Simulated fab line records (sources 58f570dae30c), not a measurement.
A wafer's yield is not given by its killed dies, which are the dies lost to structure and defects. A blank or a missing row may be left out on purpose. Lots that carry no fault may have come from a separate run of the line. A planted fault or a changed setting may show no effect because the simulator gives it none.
Lot-split experiment / flow berkeleyCmos170 / 5 lots, 23 wafers read, on a route of 331 steps

## SPLIT DETAILS
At UCB170_M3_EXPOSE_12 (exposes mask METAL3, target cd 700 nm), the setting doseMj was moved away from the recipe's 26 on 6 of the 23 wafers read, by -6.9% to +4.2%. For the rest of the wafers, this setting stayed at what the recipe calls for.

## THE PATH FROM SPLIT TO READING: the file shows 1 step between them
- UCB170_M3_DEVELOP_14: develop time 45 s (also split here: developTimeS)

## THE READING
At UCB170_M3_CD_MEAS_15: cdNm in nanometres, against a target cd of 700 nm. A value of 700.1 nm with a standard deviation of 1.4 nm is what fault-free wafers of this fab line usually give.

wafer=L078.1; tool, chamber at the split=krfScanner-01, 0; doseMj as run=27.09; against the recipe=+4.2%; cdNm, nm=692.1; against lot-mates on the recipe=-6.9
wafer=L078.3; tool, chamber at the split=krfScanner-01, 0; doseMj as run=26; against the recipe=recipe; cdNm, nm=700.3; against lot-mates on the recipe=-
wafer=L078.4; tool, chamber at the split=krfScanner-01, 0; doseMj as run=27.09; against the recipe=+4.2%; cdNm, nm=691.0; against lot-mates on the recipe=-8.0
wafer=L078.5; tool, chamber at the split=krfScanner-01, 0; doseMj as run=27.09; against the recipe=+4.2%; cdNm, nm=690.5; against lot-mates on the recipe=-8.5
wafer=L078.6; tool, chamber at the split=krfScanner-01, 0; doseMj as run=26; against the recipe=recipe; cdNm, nm=697.6; against lot-mates on the recipe=-
wafer=L082.2; tool, chamber at the split=krfScanner-02, 0; doseMj as run=26; against the recipe=recipe; cdNm, nm=701.0; against lot-mates on the recipe=-
wafer=L082.3; tool, chamber at the split=krfScanner-02, 0; doseMj as run=26; against the recipe=recipe; cdNm, nm=700.8; against lot-mates on the recipe=-
wafer=L082.6; tool, chamber at the split=krfScanner-02, 0; doseMj as run=26; against the recipe=recipe; cdNm, nm=701.7; against lot-mates on the recipe=-
wafer=L081.2; tool, chamber at the split=krfScanner-01, 0; doseMj as run=26; against the recipe=recipe; cdNm, nm=700.4; against lot-mates on the recipe=-
wafer=L081.3; tool, chamber at the split=krfScanner-01, 0; doseMj as run=26; against the recipe=recipe; cdNm, nm=698.7; against lot-mates on the recipe=-
wafer=L081.4; tool, chamber at the split=krfScanner-01, 0; doseMj as run=26; against the recipe=recipe; cdNm, nm=699.8; against lot-mates on the recipe=-
wafer=L081.5; tool, chamber at the split=krfScanner-01, 0; doseMj as run=26; against the recipe=recipe; cdNm, nm=702.4; against lot-mates on the recipe=-
wafer=L081.6; tool, chamber at the split=krfScanner-01, 0; doseMj as run=26; against the recipe=recipe; cdNm, nm=701.5; against lot-mates on the recipe=-
wafer=L080.1; tool, chamber at the split=krfScanner-01, 0; doseMj as run=26; against the recipe=recipe; cdNm, nm=702.2; against lot-mates on the recipe=-
wafer=L080.2; tool, chamber at the split=krfScanner-01, 0; doseMj as run=26; against the recipe=recipe; cdNm, nm=700.0; against lot-mates on the recipe=-
wafer=L080.3; tool, chamber at the split=krfScanner-01, 0; doseMj as run=26; against the recipe=recipe; cdNm, nm=701.9; against lot-mates on the recipe=-
wafer=L080.4; tool, chamber at the split=krfScanner-01, 0; doseMj as run=26; against the recipe=recipe; cdNm, nm=700.7; against lot-mates on the recipe=-
wafer=L080.6; tool, chamber at the split=krfScanner-01, 0; doseMj as run=26; against the recipe=recipe; cdNm, nm=700.5; against lot-mates on the recipe=-
wafer=L083.1; tool, chamber at the split=krfScanner-02, 0; doseMj as run=26; against the recipe=recipe; cdNm, nm=702.4; against lot-mates on the recipe=-
wafer=L083.2; tool, chamber at the split=krfScanner-02, 0; doseMj as run=26; against the recipe=recipe; cdNm, nm=699.5; against lot-mates on the recipe=-
wafer=L083.4; tool, chamber at the split=krfScanner-02, 0; doseMj as run=24.2; against the recipe=-6.9%; cdNm, nm=715.7; against lot-mates on the recipe=+14.8
wafer=L083.5; tool, chamber at the split=krfScanner-02, 0; doseMj as run=24.2; against the recipe=-6.9%; cdNm, nm=714.3; against lot-mates on the recipe=+13.3
wafer=L083.6; tool, chamber at the split=krfScanner-02, 0; doseMj as run=24.2; against the recipe=-6.9%; cdNm, nm=713.1; against lot-mates on the recipe=+12.1

THE FIT
A straight line over all 23 wafers: cdNm changes by -2.06 nm for each +1% of doseMj; r = -0.98; the points scatter about the line by 1.3 nm.
The same after taking each lot's own level away (the mean of its wafers on the recipe; 23 wafers): -1.91 nm for each +1%; r = -0.98; scatter 1.1 nm.
The reading moves by 13 nm for the largest change in doseMj, on that fit.
Measured against the standard deviation above, the lots' own levels, which go from 698.95 to 701.17 nm, span 1.6 times it.
So the lot-to-lot level changes the slope little: the two slopes agree.
Check: +12.8 nm against its lot-mates is what the line predicts for one of the wafers moved furthest among these (-6.9%) when that wafer is left out of the fit. Against them it came out at +14.8 nm.

## ADDITIONAL SPLITS CARRIED BY THESE WAFERS
These wafers also went through other splits before the reading. Each is held against what the fit with the lots' levels taken away leaves over:
other split on the same wafers=UCB170_M2_SPUTTER_01 timeS; wafers away from the commonest value=5; r with cdNm (lot level and that fit taken away)=+0.20
other split on the same wafers=UCB170_M3_COAT_10 spinRpm; wafers away from the commonest value=8; r with cdNm (lot level and that fit taken away)=-0.67
other split on the same wafers=UCB170_M3_DEVELOP_14 developTimeS; wafers away from the commonest value=5; r with cdNm (lot level and that fit taken away)=-0.17

## THE WHOLE CHAIN: every reading that the file lists as answering this split, in the file's order
step=UCB170_M3_CD_MEAS_15; what it does=target cd 700 nm; reading=cdNm; change (the file's fit)=-1.91 nm for each +1% of the setting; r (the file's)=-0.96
step=UCB170_M3_ETCH_17; what it does=etches BARC in N2/H2; reading=M3.cdNm (the simulator's own value, which no gauge read); change (the file's fit)=-1.92 nm for each +1% of the setting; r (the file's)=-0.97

## FILE'S OWN FIT
cdNm changes by -1.91 nm for each +1% of doseMj, r = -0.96.
